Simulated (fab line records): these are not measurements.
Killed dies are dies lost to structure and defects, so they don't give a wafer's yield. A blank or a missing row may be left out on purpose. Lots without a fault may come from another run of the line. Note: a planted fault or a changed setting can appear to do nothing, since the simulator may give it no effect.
Which of the tools did it? + flow berkeleyCmos170 + 7 lots, 21 wafers sampled, at 2 steps of a route of 331

== WHAT EACH GAUGE READ, for each wafer ==
UCB170_GATE_THK_MEAS_02.
| lot  | measured    | on           | GATE_OXIDE_THK (nm) |
|------|-------------|--------------|---------------------|
| L861 | day 6 01:02 | filmMetro-02 | 6.63 6.65 6.64      |
| L863 | day 6 15:23 | filmMetro-02 | 6.55 6.62 6.57      |
| L865 | day 7 02:20 | filmMetro-02 | 6.77 6.76 6.68      |
| L867 | day 7 08:36 | filmMetro-04 | 6.52 6.52 6.46      |
| L869 | day 7 13:02 | filmMetro-01 | 8.77 8.95 8.83      |
| L873 | day 8 14:44 | filmMetro-01 | 6.52 6.42 6.56      |
| L878 | day 9 14:51 | filmMetro-01 | 6.87 6.95 6.84      |

== WHICH TOOL RAN EACH LOT (tool, then ch and the chambers of the sampled wafers, then the start) ==
| lot  | UCB170_GATE_OXIDATION_01     |
|------|------------------------------|
| L861 | furnace-01 ch 0, day 5 23:32 |
| L863 | furnace-03 ch 0, day 6 13:53 |
| L865 | furnace-03 ch 0, day 7 00:50 |
| L867 | furnace-04 ch 0, day 7 07:06 |
| L869 | furnace-03 ch 0, day 7 11:32 |
| L873 | furnace-01 ch 0, day 8 13:14 |
| L878 | furnace-01 ch 0, day 9 13:21 |
- UCB170_GATE_OXIDATION_01: target thk 6.6 nm, ox time 1800 s.

== THE ANSWER, worked out from the rows above alone ==
Rule: the lots themselves supply what counts as usual. The widest of any qualifying gaps counts: lots, ordered by their means at a reading, are off when they make up no more than a third of the lots, leave a main group of 4 or more, and stand apart from it by 3 or more times the standard deviation of that group's means. If all means in a main group match to the digits the tables above print for the reading, that group is not used. Also off: a lot with no number at a reading for which 4 or more lots have one. Any other lot the step has rows for is counted as sound.
Off: at UCB170_GATE_THK_MEAS_02 (GATE_OXIDE_THK), L869. The main group: mean 6.64 nm, standard deviation 0.14.
A tool fits if, at a process step before that reading, it ran every lot that is off, and no sound lot after the first of them. Gauges at UCB170_GATE_THK_MEAS_02: tried the same way as those tools. One fits: UCB170_GATE_OXIDATION_01 on furnace-03. A fault onset in the window from L865 (day 7 00:50, its last sound lot) to L869 (day 7 11:32, its first lot off) fits.

== WHAT THE SIMULATOR PUT IN ==
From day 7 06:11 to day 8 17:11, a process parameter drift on furnace-03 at UCB170_GATE_OXIDATION_01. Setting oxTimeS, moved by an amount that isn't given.
Lots struck among those shown: L869. The rule above reached the same finding.
